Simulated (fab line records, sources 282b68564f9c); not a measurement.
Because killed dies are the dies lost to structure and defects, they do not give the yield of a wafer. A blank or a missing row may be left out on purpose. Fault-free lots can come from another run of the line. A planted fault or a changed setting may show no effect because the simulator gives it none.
Lot-split experiment -- flow rit_cmos -- 5 lots, 23 wafers read, on a route of 202 steps

## THE SPLIT ITSELF
At RIT_SDANNEAL_CLEAN_02 (cleans in SC2, time 600 s), the setting time_s was moved away from the recipe's 600 s on 10 of the 23 wafers read, by +6.3% to +11.2%. The other wafers ran this setting at the recipe's value.

The split's own step is where the reading is taken.

## THE READING
poly-Si_of_GATE_CVD_08.thk_nm (the simulator's own value, which no gauge read), in nm, at RIT_SDANNEAL_CLEAN_02 (cleans in SC2, time 600 s). The file does not state a usual value for it. Here, 13 wafers ran the recipe; their average is 143.7 nm with a standard deviation of 14 nm.

wafer,"tool, chamber at the split","time_s as run, s",against the recipe,"poly-Si_of_GATE_CVD_08.thk_nm, nm",against lot-mates on the recipe
L074.2,"-, -",667,+11.2%,197.7,no lot-mate on the recipe
L074.3,"-, -",667,+11.2%,198.5,no lot-mate on the recipe
L074.4,"-, -",667,+11.2%,197.1,no lot-mate on the recipe
L074.5,"-, -",667,+11.2%,194.4,no lot-mate on the recipe
L074.6,"-, -",667,+11.2%,195.8,no lot-mate on the recipe
L079.1,"-, -",637.8,+6.3%,166.5,no lot-mate on the recipe
L079.2,"-, -",637.8,+6.3%,162.6,no lot-mate on the recipe
L079.3,"-, -",637.8,+6.3%,163.3,no lot-mate on the recipe
L079.5,"-, -",637.8,+6.3%,166.6,no lot-mate on the recipe
L079.6,"-, -",637.8,+6.3%,164,no lot-mate on the recipe
L081.1,"-, -",600,recipe,126.9,-
L081.2,"-, -",600,recipe,129.2,-
L081.4,"-, -",600,recipe,126.6,-
L081.5,"-, -",600,recipe,126.6,-
L081.6,"-, -",600,recipe,127.9,-
L082.2,"-, -",600,recipe,150.3,-
L082.3,"-, -",600,recipe,148.7,-
L082.4,"-, -",600,recipe,146.3,-
L082.5,"-, -",600,recipe,148.9,-
L082.6,"-, -",600,recipe,151.5,-
L085.1,"wet_bench-03, 0",600,recipe,161.6,-
L085.4,"wet_bench-03, 0",600,recipe,162.4,-
L085.6,"wet_bench-03, 0",600,recipe,161.4,-

THE FIT
A straight line over all 23 wafers: poly-Si_of_GATE_CVD_08.thk_nm changes by +4.51 nm for each +1% of time_s; r = +0.88; the points scatter about the line by 12 nm.
Too few moved wafers have a lot-mate on the recipe to fit a line with each lot's own level taken away.

## THE FILE'S OWN FIT
poly-Si_of_GATE_CVD_08.thk_nm changes by +4.51 nm for each +1% of time_s, r = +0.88.
